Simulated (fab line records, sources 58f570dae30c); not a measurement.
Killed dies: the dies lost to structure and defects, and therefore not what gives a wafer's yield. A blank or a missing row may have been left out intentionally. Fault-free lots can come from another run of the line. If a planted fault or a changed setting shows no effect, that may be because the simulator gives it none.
fab line records	flow berkeleyCmos170
record lots=6	wafers=18	lastDay=12
route steps=331 shown CONTACT@233 M1@238
lots with no fault: from the same line, run without faults
startH: the number of hours between the record's first day and the start of the first shown wafer of the lot	waitH: how many hours have passed since the lot's step before this one	" unchanged from the row above	L1.1+2: a row that stands for several wafers	- no value present, or no start provided	* or withheld: withheld	< > ~ a bound
route shown NAME@n: names a module that has steps shown in the file, with the first one's number in the route	usual: the fault-free wafers' mean and standard deviation	same: alike in all rows	chamber/n: place in a boat	sites: readings site by site	_std_site: the standard deviation of these	_edge_site: the outer-site mean with the inner-site mean subtracted	radiusMm: for every site, how far away it sits from the centre of the wafer	mask NAME#n: copy n	behind: the last tool/chamber to shape the wafer	hold: why the lot was held/for how many hours/how that ended	device: names the non-switching transistor (n, p or np)	end of line: at the end of the route, the tests of the same wafers	for a step that has no rows: nothing shown but its recipe	killed: dies lost to structure and defects at the first sort, not the wafer's yield	map: a wafer's dies, marking killed ones x, the rest . and places with no die _
set.NAME: setting as actually run; set.NAME@STEP: the setting as run at that earlier step	model.NAME: the simulator's own value behind a step, which no gauge read
a table for each step, a row for each wafer; lots at some steps of the route
services: from which hour (startH, from the record's first day; less than 0 if before it) a tool's chamber was out of use, for how many hours, and why
## steps
# step UCB170_CONTACT_ETCH_17
# recipe chemistry=N2/H2	targetDepthA=withheld	overetchA=withheld	target=BARC	timeS=withheld	sourceW=500	biasW=100	pressureMtorr=30	n2FlowSccm=100	h2FlowSccm=200
# usual drypumpMotorCurrentA=5.9/0.46	oesProductAu=0.995/0.018	throttleValvePct=13.28/0.2
lot.wafer	tool	chamber	startH	waitH	drypumpMotorCurrentA	oesProductAu	throttleValvePct
L194.1	rieDiel-03	2	136.79	0.0	5.4	0.971	13.65
L194.2	"	0	"	"	6.4	0.981	13.22
L194.6	"	0	"	"	6.4	0.986	13.23
L196.3	rieDiel-01	3	155.89	0.0	6.2	1.025	13.29
L196.5	"	3	"	"	6.2	1.022	13.29
L196.6	"	0	"	"	6.3	0.962	13.54
L205.1	rieDiel-03	1	201.32	0.0	5.5	0.993	13.12
L205.3	"	0	"	"	6.4	0.997	13.21
L205.5	"	3	"	"	5.9	0.998	13.16
L206.2	rieDiel-04	1	202.34	0.0	5.8	0.979	12.98
L206.4	"	0	"	"	6.1	0.988	13.03
L206.5	"	2	"	"	5.2	1.006	13.31
L215.2	rieDiel-04	2	256.54	0.0	5.1	1.007	13.30
L215.4	"	3	"	"	6.2	0.983	13.29
L215.6	"	2	"	"	5.2	1.008	13.29
L216.3	rieDiel-01	3	256.92	0.0	6.2	1.016	13.28
L216.5	"	1	"	"	5.1	1.012	13.51
L216.6	"	0	"	"	6.3	0.975	13.55
# step UCB170_CONTACT_ETCH_18
# recipe chemistry=CHF3/CF4/Ar	target=PSG	stopOn=TiSi2	CHF3_flow_sccm=45	cf4FlowSccm=15	Ar_flow_sccm=150	pressureMtorr=200	rfW=700	targetDepthA=8400	overEtchFrac=0.2	timeS=195
# usual cf4FlowSccm=15.00/0.047	drypumpMotorCurrentA=5.9/0.46	oesProductAu=0.889/0.015	throttleValvePct=6.90/0.14
lot.wafer	tool	chamber	startH	waitH	cf4FlowSccm	drypumpMotorCurrentA	oesProductAu	rfHoursCounterH	throttleValvePct
L194.1	rieDiel-03	2	-	-	14.99	5.4	0.862	58	7.22
L194.2	"	0	"	"	14.98	6.4	0.888	115	6.89
L194.6	"	0	"	"	14.88	6.4	0.897	-	6.89
L196.3	rieDiel-01	3	-	-	14.99	6.2	0.919	20	6.85
L196.5	"	3	"	"	14.99	6.2	0.907	-	6.85
L196.6	"	0	"	"	14.96	6.3	0.876	-	7.08
L205.1	rieDiel-03	1	-	-	15.01	5.5	0.869	117	6.75
L205.3	"	0	"	"	15.05	6.4	0.887	118	6.88
L205.5	"	3	"	"	15.03	6.0	0.890	-	6.81
L206.2	rieDiel-04	1	-	-	15.03	5.9	0.875	62	6.75
L206.4	"	0	"	"	15.01	6.1	0.889	60	6.76
L206.5	"	2	"	"	14.98	5.1	0.895	-	6.83
L215.2	rieDiel-04	2	-	-	15.00	5.1	0.912	24	6.83
L215.4	"	3	"	"	14.91	6.2	0.913	16	7.01
L215.6	"	2	"	"	14.97	5.2	0.911	-	6.83
L216.3	rieDiel-01	3	-	-	14.99	6.2	0.914	25	6.83
L216.5	"	1	"	"	15.02	5.1	0.899	-	6.96
L216.6	"	0	"	"	15.02	6.3	0.870	-	7.09
# step UCB170_CONTACT_STRIP_19
# recipe chemistry=O2	powerW=400	pressureMtorr=3500	platenTempC=withheld	o2FlowSccm=400	overashFraction=0.5
# usual drypumpMotorCurrentA=5.8/0.55	oesProductAu=0.725/0.0045
lot.wafer	tool	chamber	startH	waitH	drypumpMotorCurrentA	oesProductAu	rfHoursCounterH
L194.1	plasmaAsher-03	0	136.96	-	5.1	0.730	42
L194.2	"	1	"	"	6.7	0.725	42
L194.6	"	0	"	"	5.1	0.729	-
L196.3	plasmaAsher-02	0	156.09	-	6.0	0.720	-
L196.5	"	0	"	"	6.0	0.715	-
L196.6	"	1	"	"	5.6	0.725	-
L205.1	plasmaAsher-02	0	201.49	-	6.0	0.723	40
L205.3	"	1	"	"	5.6	0.729	-
L205.5	"	1	"	"	5.6	0.725	-
L206.2	plasmaAsher-03	0	202.50	-	5.2	0.728	50
L206.4	"	1	"	"	6.7	0.728	-
L206.5	"	1	"	"	6.7	0.725	-
L215.2	plasmaAsher-02	0	256.70	-	6.0	0.728	46
L215.4	"	1	"	"	5.6	0.723	-
L215.6	"	0	"	"	6.0	0.724	-
L216.3	plasmaAsher-01	0	257.12	-	5.5	0.726	-
L216.5	"	1	"	"	5.2	0.730	-
L216.6	"	0	"	"	5.5	0.730	-
# step UCB170_CONTACT_CD_MEAS_90
# recipe targetCdNm=700
# usual cdNm=699.9/1.6
lot.wafer	tool	chamber	startH	waitH	cdNm
L194.1	cdSem-01	-	137.06	0.1	699.4
L194.2	"	-	"	"	701.3
L194.6	"	-	"	"	701.4
L196.3	cdSem-01	-	156.19	0.1	700.2
L196.5	"	-	"	"	700.9
L196.6	"	-	"	"	700.5
L205.1	cdSem-01	-	201.59	0.1	698.8
L205.3	"	-	"	"	700.0
L205.5	"	-	"	"	700.9
L206.2	cdSem-02	-	202.62	0.1	698.4
L206.4	"	-	"	"	700.5
L206.5	"	-	"	"	699.9
L215.2	cdSem-02	-	256.82	0.1	702.0
L215.4	"	-	"	"	701.3
L215.6	"	-	"	"	700.2
L216.3	cdSem-02	-	257.23	0.1	702.5
L216.5	"	-	"	"	702.3
L216.6	"	-	"	"	702.3
# step UCB170_CONTACT_CLEAN_20
# recipe chemistry=SPM	tempC=120	timeS=600
# step UCB170_M1_SPUTTER_00
# recipe material=Al	targetThkNm=600	timeS=80	powerW=6000	chamberPressurePa=0.5
# usual throttleValvePct=29.6/1.1
lot.wafer	tool	chamber	startH	waitH	throttleValvePct
L194.1	pvdSputter-04	-	137.37	0.0	29.1
L194.2	"	-	"	"	31.4
L194.6	"	-	"	"	30.2
L196.3	pvdSputter-01	-	156.45	0.0	31.5
L196.5	"	-	"	"	28.7
L196.6	"	-	"	"	28.5
L205.1	pvdSputter-04	-	202.04	0.0	30.1
L205.3	"	-	"	"	29.5
L205.5	"	-	"	"	31.3
L206.2	pvdSputter-01	-	202.91	0.0	31.2
L206.4	"	-	"	"	28.8
L206.5	"	-	"	"	31.4
L215.2	pvdSputter-03	-	257.10	0.0	30.0
L215.4	"	-	"	"	28.2
L215.6	"	-	"	"	29.9
L216.3	pvdSputter-04	-	257.49	0.0	31.4
L216.5	"	-	"	"	31.4
L216.6	"	-	"	"	29.5
# step UCB170_M1_RS_MEAS_01
# recipe thkMeasGauge=four-point-probe	reads=Al_of_M1_SPUTTER_00
# usual M1_AL_RS=0.0485/0.00055
lot.wafer	tool	chamber	startH	waitH	M1_AL_RS[ohm/sq]
L194.1	filmMetro-04	-	137.43	0.0	0.0482
L194.2	"	-	"	"	0.0483
L194.6	"	-	"	"	0.0491
L196.3	filmMetro-02	-	156.55	0.1	0.0491
L196.5	"	-	"	"	0.0494
L196.6	"	-	"	"	0.0484
L205.1	filmMetro-03	-	202.10	0.0	0.0486
L205.3	"	-	"	"	0.0477
L205.5	"	-	"	"	0.0472
L206.2	filmMetro-04	-	203.00	0.1	0.0481
L206.4	"	-	"	"	0.0479
L206.5	"	-	"	"	0.0476
L215.2	filmMetro-04	-	257.18	0.1	0.0493
L215.4	"	-	"	"	0.0491
L215.6	"	-	"	"	0.0493
L216.3	filmMetro-03	-	257.59	0.1	0.0484
L216.5	"	-	"	"	0.0483
L216.6	"	-	"	"	0.0488
# step UCB170_M1_THK_MEAS_02
# recipe thkMeasGauge=xrf	reads=Al_of_M1_SPUTTER_00
# usual M1_AL_THK=592/7.4
lot.wafer	tool	chamber	startH	waitH	M1_AL_THK[nm]
L194.1	filmMetro-04	-	137.55	0.1	600
L194.2	"	-	"	"	601
L194.6	"	-	"	"	589
L196.3	filmMetro-02	-	156.65	0.1	581
L196.5	"	-	"	"	580
L196.6	"	-	"	"	592
L205.1	filmMetro-03	-	202.22	0.1	587
L205.3	"	-	"	"	600
L205.5	"	-	"	"	605
L206.2	filmMetro-04	-	203.11	0.1	601
L206.4	"	-	"	"	599
L206.5	"	-	"	"	606
L215.2	filmMetro-04	-	257.29	0.1	583
L215.4	"	-	"	"	589
L215.6	"	-	"	"	585
L216.3	filmMetro-03	-	257.69	0.1	596
L216.5	"	-	"	"	593
L216.6	"	-	"	"	590
# step UCB170_M1_COAT_03
# recipe resist=BARC	tempC=withheld	timeS=withheld	spinRpm=3000	resistThkNm=withheld
# step UCB170_M1_COAT_04
# recipe resist=KrF	spinRpm=1500	resistThkNm=900
# step UCB170_M1_SOFTBAKE_05
# recipe resist=KrF	tempC=130	timeS=60
# step UCB170_M1_EXPOSE_06
# recipe maskId=METAL1	targetCdNm=700	na=0.5	sigmaOuter=0.6	sourceShape=conventional	doseMj=21
# step UCB170_M1_PEB_07
# recipe pebTempC=130	pebTimeS=withheld	resist=KrF
# usual chillPlateTempC=22.99/0.1	exhaustPa=44.9/0.87
lot.wafer	tool	chamber	startH	waitH	chillPlateTempC	exhaustPa
L194.1	lithoTrack-04	0	138.30	0.1	22.89	46.2
L194.2	"	0	"	"	22.90	46.5
L194.6	"	0	"	"	22.91	45.5
L196.3	lithoTrack-03	0	157.31	0.1	23.02	44.9
L196.5	"	0	"	"	23.11	45.5
L196.6	"	0	"	"	23.13	46.0
L205.1	lithoTrack-04	-	203.19	0.1	-	-
L205.3	"	-	"	"	-	-
L205.5	"	-	"	"	-	-
L206.2	lithoTrack-04	-	203.87	0.1	-	-
L206.4	"	-	"	"	-	-
L206.5	"	-	"	"	-	-
L215.2	lithoTrack-03	0	257.93	0.1	22.89	45.0
L215.4	"	0	"	"	22.94	45.0
L215.6	"	0	"	"	22.87	45.6
L216.3	lithoTrack-02	0	258.34	0.1	22.99	45.0
L216.5	"	0	"	"	22.97	45.2
L216.6	"	0	"	"	23.03	43.6
# step UCB170_M1_DEVELOP_08
# recipe developer=TMAH	developTimeS=45	resist=KrF	devTempC=21
## services
tool	chamber	startH	hours	kind
rieDiel-04	0	115.71	7.6	repair
pvdSputter-03	-	128.14	13.7	repair
plasmaAsher-02	-	128.38	2.2	repair
rieDiel-03	3	129.48	-	clean
rieDiel-03	3	129.48	26.2	scheduledDown
rieDiel-03	3	129.48	26.2	ventCycle
plasmaAsher-02	-	134.88	3.7	repair
rieDiel-03	1	154.02	4.5	repair
rieDiel-01	1	154.12	6.7	repair
rieDiel-01	-	167.49	1.5	repair
pvdSputter-04	-	174.67	6.0	repair
pvdSputter-01	-	184.36	3.4	repair
pvdSputter-04	-	196.77	3.2	repair
rieDiel-04	-	217.06	2.8	pm
rieDiel-03	-	236.88	1.1	repair
pvdSputter-01	-	246.27	15.4	repair
## key
firstSign step=UCB170_M1_PEB_07	reading=toolRecord	direction=missing
effect none on later readings
metAt UCB170_M1_PEB_07
struckWafers L205.1,L205.3,L205.5,L206.2,L206.4,L206.5
laterRowsLeftOut L205.1,L205.3,L205.5,L206.2,L206.4,L206.5
sortLeftOut L205.1,L205.3,L205.5,L206.2,L206.4,L206.5
loopTrim step=UCB170_CONTACT_EXPOSE_12	setting=dose	lots=L205
onsetBetween 138.30 203.19
fault kind=skippedStepWhole	tool=lithoTrack-04	chamber=-	onsetH=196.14	steps=UCB170_M1_PEB_07	scope=struckLotsOnly
# sortLeftOut: the simulated sort isn't trusted on such a fault, so these wafers' sort isn't shown, and their yield isn't known
# laterRowsLeftOut: the simulator's readings of these wafers behind a module that went badly wrong aren't trusted and aren't shown, but for the sort
# loopTrim: a control loop set the setting to another value than it would have without faults
